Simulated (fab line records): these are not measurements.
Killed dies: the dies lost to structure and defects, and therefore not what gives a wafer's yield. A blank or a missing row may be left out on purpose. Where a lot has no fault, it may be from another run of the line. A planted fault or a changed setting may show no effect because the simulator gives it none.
Split-lot trial | flow berkeley_cmos170 | 23 wafers read from 5 lots, route of 331 steps

== THE SPLIT ITSELF ==
At UCB170_M1_COAT_04 (resist thk 900 nm), the setting spin_rpm was moved away from the recipe's 1500 rpm on 9 of the 23 wafers read, by -6.7% to +6.9%. For the rest of the wafers, this setting stayed at what the recipe calls for.

== FROM THE SPLIT TO THE READING: what the file shows between them, 3 steps ==
- UCB170_M1_SOFTBAKE_05: time 60 s
- UCB170_M1_EXPOSE_06: exposes mask METAL1, target cd 700 nm
- UCB170_M1_ETCH_11: etches BARC in N2/H2

== THE READING ==
KrF_of_M1_COAT_04.thk_nm (the simulator's own value, which no gauge read), in nm, at UCB170_M1_METAL_ETCH_12 (etches Al in Cl2/BCl3, stops on PSG, target depth 780 nm, time 130 s). There is no usual value for it anywhere in the file. The 14 wafers here that ran the recipe average 440.1 nm, standard deviation 11 nm.

wafer  | tool, chamber at the split | spin_rpm as run, rpm | against the recipe | KrF_of_M1_COAT_04.thk_nm, nm | against lot-mates on the recipe
L075.1 | litho_track-03, 0          | 1453                 | -3.1%              | 468.3                        | +16.7
L075.2 | litho_track-03, 0          | 1453                 | -3.1%              | 464.6                        | +13.0
L075.4 | litho_track-03, 0          | 1500                 | recipe             | 451                          | -
L075.5 | litho_track-03, 0          | 1500                 | recipe             | 452.3                        | -
L075.6 | litho_track-03, 0          | 1453                 | -3.1%              | 467.2                        | +15.6
L077.1 | litho_track-01, 0          | 1500                 | recipe             | 431.7                        | -
L077.2 | litho_track-01, 0          | 1500                 | recipe             | 427                          | -
L077.3 | litho_track-01, 0          | 1604                 | +6.9%              | 398.2                        | -32.4
L077.4 | litho_track-01, 0          | 1500                 | recipe             | 433.1                        | -
L077.6 | litho_track-01, 0          | 1604                 | +6.9%              | 399.9                        | -30.7
L080.1 | litho_track-03, 0          | 1500                 | recipe             | 442.6                        | -
L080.2 | litho_track-03, 0          | 1500                 | recipe             | 457.5                        | -
L080.4 | litho_track-03, 0          | 1564                 | +4.3%              | 422                          | -31.1
L080.5 | litho_track-03, 0          | 1500                 | recipe             | 459.2                        | -
L080.6 | litho_track-03, 0          | 1564                 | +4.3%              | 426                          | -27.1
L085.1 | litho_track-01, 0          | 1500                 | recipe             | 438.7                        | -
L085.2 | litho_track-01, 0          | 1500                 | recipe             | 422.8                        | -
L085.3 | litho_track-01, 0          | 1500                 | recipe             | 429.1                        | -
L083.2 | litho_track-01, 0          | 1500                 | recipe             | 437.7                        | -
L083.3 | litho_track-01, 0          | 1500                 | recipe             | 437.4                        | -
L083.4 | litho_track-01, 0          | 1500                 | recipe             | 441.6                        | -
L083.5 | litho_track-01, 0          | 1400                 | -6.7%              | 471.5                        | +32.6
L083.6 | litho_track-01, 0          | 1400                 | -6.7%              | 472.6                        | +33.7

THE FIT
A straight line over all 23 wafers: KrF_of_M1_COAT_04.thk_nm changes by -5.51 nm for each +1% of spin_rpm; r = -0.89; the points scatter about the line by 10 nm.
The same after taking each lot's own level away (the mean of its wafers on the recipe; 23 wafers): -5.06 nm for each +1%; r = -0.96; scatter 4.8 nm.
That fit puts the effect of the largest move of spin_rpm on the reading at 35 nm.
Measured against the standard deviation above, the lots' own levels, which go from 430.20 to 453.10 nm, span 2.1 times it.
Hence the lot-to-lot level has little effect on the slope; both slopes agree.
Check: for one of the wafers moved furthest among these (+6.9%), held out of the fit, the line's prediction against its lot-mates is -36.6 nm. It came out at -32.4 nm against them.

== THE OTHER SPLITS THESE WAFERS WENT THROUGH ==
Before the reading, these wafers also passed through other splits. Each is held against what the fit with the lots' levels taken away leaves over:
other split on the same wafers   | wafers away from the commonest value | r with KrF_of_M1_COAT_04.thk_nm (lot level and that fit taken away)
UCB170_CONTACT_PEB_13 peb_temp_c | 11                                   | -0.17

== THE WHOLE CHAIN: every reading that the file lists as answering this split, in the file's order ==
step                    | what it does                                                         | reading                                                                   | change (the file's fit)              | r (the file's)
UCB170_M1_COAT_04       | resist thk 900 nm                                                    | KrF_of_M1_COAT_04.thk_nm (the simulator's own value, which no gauge read) | -4.5 nm for each +1% of the setting  | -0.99
UCB170_M1_METAL_ETCH_12 | etches Al in Cl2/BCl3, stops on PSG, target depth 780 nm, time 130 s | KrF_of_M1_COAT_04.thk_nm (the simulator's own value, which no gauge read) | -5.07 nm for each +1% of the setting | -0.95

== FILE'S OWN FIT ==
KrF_of_M1_COAT_04.thk_nm changes by -5.07 nm for each +1% of spin_rpm, r = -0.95.
